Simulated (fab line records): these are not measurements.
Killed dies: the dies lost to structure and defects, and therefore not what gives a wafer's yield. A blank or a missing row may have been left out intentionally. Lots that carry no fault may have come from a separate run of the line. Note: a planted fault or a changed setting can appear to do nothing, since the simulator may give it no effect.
A lot that was struck, set against a sound lot + flow berkeley cmos170 + 16 steps out of a route of 331
Sound: the wafers L116.4, L116.5, L116.6. Struck: wafers L135.1, L135.3, L135.6. The cause comes at the end.
Order at every step that has rows: each side's tool, ch and its chambers, its first start. Under that, the readings that differ: sound wafers + struck wafers + difference of the means + sigmas: that difference in standard deviations of wafers without a fault.
alike: readings whose means differ by less than 2 such deviations, and words and numbers that are the same on both sides. not compared: withheld readings, readings that some wafer has no value for, bounds like >300 that may hide the same value, and numbers for which the record gives no deviation and whose values overlap.
The two part at a step that has a row with sigmas, a row that says differs or no value, or rows on one side only. Numbers that don't overlap but have no deviation are shown without sigmas and don't part them. A reading missing from all wafers of one side parts the sides only when that side holds two or more wafers.

UCB170_V1_CMP_02: polishes SiO2.
  sound on cmp-01 ch 1,2, day 6 12:42; struck on cmp-01 ch 1,2,3, day 11 15:28
  alike: head pressure psi, motor current A
UCB170_V1_BOW_MEAS_03:
  struck on film metro-01, day 11 15:43; sound on film metro-02, day 6 13:04
  alike: V1_BOW
UCB170_V1_THK_MEAS_04:
  struck on film metro-01, day 11 15:50; sound on film metro-02, day 6 13:09
  alike: V1_POLISHED_THK
then, 7 steps without rows for these wafers: UCB170_V1_CLEAN_05 (cleans in DIW); UCB170_V1_HMDS_06 (prime time 60 s); UCB170_V1_COAT_07 (resist thk 900 nm); UCB170_V1_SOFTBAKE_08 (time 60 s); UCB170_V1_EXPOSE_09 (exposes mask VIA1, target cd 700 nm); UCB170_V1_PEB_10; UCB170_V1_DEVELOP_11 (develop time 45 s).
UCB170_V1_CD_MEAS_12: target cd 700 nm.
  struck on cd sem-02, day 11 17:14; sound on cd sem-02, day 6 15:04
  alike: cd nm
UCB170_V1_OVL_MEAS_13:
  struck on overlay-01, day 11 17:22; sound on overlay-02, day 6 15:08
  alike: V1_OVL
UCB170_V1_ETCH_14: etches SiO2 in CHF3/CF4/Ar, stops on Al, target depth 1250 nm, time 291 s.
  sound on rie diel-03 ch 0,2,3, day 6 15:15; struck on rie diel-04 ch 1,2,3, day 11 17:24
| reading                             | sound             | struck                  | difference | sigmas |
|-------------------------------------|-------------------|-------------------------|------------|--------|
| oes product au (a.u.)               | 0.854 0.882 0.847 | 0.835 0.816 0.828       | -0.035     | -2     |
| over etch frac                      | 0.25 0.25 0.25    | 0.37898 0.37898 0.37898 | +0.12898   |        |
| model.KrF_of_V1_COAT_07.thk nm (nm) | 613 614.7 609.9   | 582.9 588.6 585         | -27.0      |        |
  alike: CHF3_flow_sccm, drypump motor current A, mfc ar sccm, throttle valve pct
  not compared: rf hours counter h
UCB170_V1_STRIP_15: strips in O2.
  sound on plasma asher-03 ch 0,1, day 6 15:22; struck on plasma asher-02 ch 0, day 11 17:35
| reading                      | sound             | struck            | difference | sigmas |
|------------------------------|-------------------|-------------------|------------|--------|
| strip time to endpoint s (s) | 15.38 15.43 15.31 | 14.66 14.80 14.72 | -0.65      | -5     |
  alike: drypump motor current A, oes product au
  not compared: rf hours counter h
UCB170_V1_CD_MEAS_90: target cd 700 nm.
  struck on cd sem-01, day 11 17:41; sound on cd sem-01, day 6 15:30
  alike: cd nm
UCB170_M3_PROBE_99:
  record: rows for the struck wafers here (prober-01, day 12 01:40), none for the sound ones

WHERE THEY PART
At UCB170_V1_ETCH_14 first; at UCB170_M3_PROBE_99 last (within this record only).

WHY: what had been put in by the simulator
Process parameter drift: rie diel-04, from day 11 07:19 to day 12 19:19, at UCB170_V1_ETCH_14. Setting over etch frac, moved by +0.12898, from 0.25. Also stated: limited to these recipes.
